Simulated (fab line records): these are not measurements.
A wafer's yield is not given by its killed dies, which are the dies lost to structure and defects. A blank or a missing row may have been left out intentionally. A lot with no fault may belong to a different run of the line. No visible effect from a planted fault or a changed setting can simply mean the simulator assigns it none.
Check of tool commonality || flow berkeleyCmos170 || Sampled: 11 lots, 33 wafers

== REASON IT WAS OPENED ==
UCB170_SCREENOX_THK_MEAS_02, reading SCREENOX_OXIDE_THK: flagged on 2 of 11 lots. Fault-free wafers read 14.31 nm, with a standard deviation of 0.24.
Rule: flag the lot when none of its wafers has a number, or when each of its wafers that has one lies beyond 4 standard deviations from that mean. The other lots count as sound.

{"lot": "L502", "measured": "day 7 10:04", "on": "filmMetro-02", "SCREENOX_OXIDE_THK (nm), wafer by wafer": "18.58 18.70 18.88", "flag": "FLAGGED"}
{"lot": "L501", "measured": "day 7 10:07", "on": "filmMetro-02", "SCREENOX_OXIDE_THK (nm), wafer by wafer": "18.41 18.62 18.40", "flag": "FLAGGED"}
{"lot": "L506", "measured": "day 8 04:43", "on": "filmMetro-01", "SCREENOX_OXIDE_THK (nm), wafer by wafer": "13.99 14.20 13.98", "flag": ""}
{"lot": "L507", "measured": "day 8 04:46", "on": "filmMetro-01", "SCREENOX_OXIDE_THK (nm), wafer by wafer": "14.11 13.71 14.04", "flag": ""}
{"lot": "L509", "measured": "day 8 15:47", "on": "filmMetro-03", "SCREENOX_OXIDE_THK (nm), wafer by wafer": "14.45 14.25 14.42", "flag": ""}
{"lot": "L510", "measured": "day 9 05:46", "on": "filmMetro-01", "SCREENOX_OXIDE_THK (nm), wafer by wafer": "14.15 14.30 14.39", "flag": ""}
{"lot": "L511", "measured": "day 9 05:46", "on": "filmMetro-03", "SCREENOX_OXIDE_THK (nm), wafer by wafer": "14.29 14.25 14.28", "flag": ""}
{"lot": "L512", "measured": "day 9 15:14", "on": "filmMetro-01", "SCREENOX_OXIDE_THK (nm), wafer by wafer": "14.19 14.21 14.47", "flag": ""}
{"lot": "L514", "measured": "day 9 19:23", "on": "filmMetro-01", "SCREENOX_OXIDE_THK (nm), wafer by wafer": "14.31 14.73 14.32", "flag": ""}
{"lot": "L513", "measured": "day 9 19:24", "on": "filmMetro-03", "SCREENOX_OXIDE_THK (nm), wafer by wafer": "14.45 14.24 14.26", "flag": ""}
{"lot": "L517", "measured": "day 10 09:56", "on": "filmMetro-03", "SCREENOX_OXIDE_THK (nm), wafer by wafer": "14.20 14.25 14.45", "flag": ""}
The numbers of the flagged lots are 18.60 nm on average: +4.29 nm against the usual, or +18 standard deviations.

== TOOL THAT RAN EACH LOT ==
Before the reading, the record contains 0 process steps out of a 331-step route. Cell contents, in order: the tool; ch with the chambers the sampled wafers went through; the start.
{"lot": "L502", "flag": "FLAGGED"}
{"lot": "L501", "flag": "FLAGGED"}
{"lot": "L506", "flag": ""}
{"lot": "L507", "flag": ""}
{"lot": "L509", "flag": ""}
{"lot": "L510", "flag": ""}
{"lot": "L511", "flag": ""}
{"lot": "L512", "flag": ""}
{"lot": "L514", "flag": ""}
{"lot": "L513", "flag": ""}
{"lot": "L517", "flag": ""}
These steps, and what they do:
- UCB170_SCREENOX_THK_MEAS_02

== FLAGGED OVER TOTAL, TOOL BY TOOL (the gauges that took the reading come last) ==
{"step": "UCB170_SCREENOX_THK_MEAS_02", "tool": "filmMetro-01", "lots run": 5, "flagged": 0, "share of the flagged lots": "none", "sound lots run after its first flagged lot": "-"}
{"step": "UCB170_SCREENOX_THK_MEAS_02", "tool": "filmMetro-02", "lots run": 2, "flagged": 2, "share of the flagged lots": "all", "sound lots run after its first flagged lot": 0}
{"step": "UCB170_SCREENOX_THK_MEAS_02", "tool": "filmMetro-03", "lots run": 4, "flagged": 0, "share of the flagged lots": "none", "sound lots run after its first flagged lot": "-"}

== WHAT IS ALLOWED BY THE TABLE ==
All flagged lots share 1 row of the table, namely filmMetro-02 at UCB170_SCREENOX_THK_MEAS_02.
- filmMetro-02 at UCB170_SCREENOX_THK_MEAS_02: 2 of its 2 lots flagged. Because this sample shows no sound lot run on it before its first flagged lot, the start cannot be pinned down more closely.
One tool is left: filmMetro-02 at UCB170_SCREENOX_THK_MEAS_02.

== WHAT HAD BEEN PUT IN BY THE SIMULATOR ==
Metrology matching offset: filmMetro-02, from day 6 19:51 on, at UCB170_SCREENOX_THK_MEAS_02. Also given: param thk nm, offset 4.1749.
Lots struck among those shown: L502, L501. The rule above reached the same finding.
